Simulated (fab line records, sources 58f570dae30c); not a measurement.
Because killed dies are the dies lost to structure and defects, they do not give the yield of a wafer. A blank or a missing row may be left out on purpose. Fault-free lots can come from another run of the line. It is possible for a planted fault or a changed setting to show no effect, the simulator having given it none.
Matching of chambers || flow berkeley cmos170 || 4 sister chambers for UCB170_V1_CMP_02 on cmp-02
The step polishes SiO2. 4 wafers are shown with their chamber, then 7 later ones without.

## EACH WAFER AND ITS CHAMBER
{"wafer": "L490.1", "chamber": 3, "motor current A (A)": 14.9}
{"wafer": "L503.3", "chamber": 0, "motor current A (A)": 18.8}
{"wafer": "L505.1", "chamber": 2, "motor current A (A)": 14.4}
{"wafer": "L505.3", "chamber": 1, "motor current A (A)": 17.1}

## WAFERS MISSING THEIR CHAMBER
{"wafer": "L505.4", "motor current A (A)": 18.7}
{"wafer": "L509.1", "motor current A (A)": 17.4}
{"wafer": "L509.4", "motor current A (A)": 14.2}
{"wafer": "L509.5", "motor current A (A)": 17.7}
{"wafer": "L510.1", "motor current A (A)": 14.1}
{"wafer": "L510.4", "motor current A (A)": 16.9}
{"wafer": "L510.5", "motor current A (A)": 16.6}

## THE CHAMBER EACH PASSED THROUGH
{"wafer": "L505.4", "from the rows above": 0, "in truth": 0}
{"wafer": "L509.1", "from the rows above": 1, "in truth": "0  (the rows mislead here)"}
{"wafer": "L509.4", "from the rows above": "can't be placed: 2 or 3", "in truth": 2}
{"wafer": "L509.5", "from the rows above": "can't be placed: 1 or 0", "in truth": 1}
{"wafer": "L510.1", "from the rows above": "can't be placed: 2 or 3", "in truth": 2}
{"wafer": "L510.4", "from the rows above": 1, "in truth": 1}
{"wafer": "L510.5", "from the rows above": 1, "in truth": 1}
3 of 7 placed correctly. From these rows, 3 cannot be placed; in 3 the true chamber is one of the candidates. Wrongly placed: 1.
How it was worked out, from the rows above alone: a wafer's distance from a chamber is the root of the sum, over the readings, of the square of ((its reading less the chamber's mean) divided by the reading's scatter). If the next closest chamber is less than 2 further off than the closest, the wafer can't be placed; otherwise it belongs to the closest. The mean given for a chamber averages the wafers shown for that chamber. The scatter: root of mean squared gap, hidden wafer to nearest shown wafer, with one shown wafer a chamber.
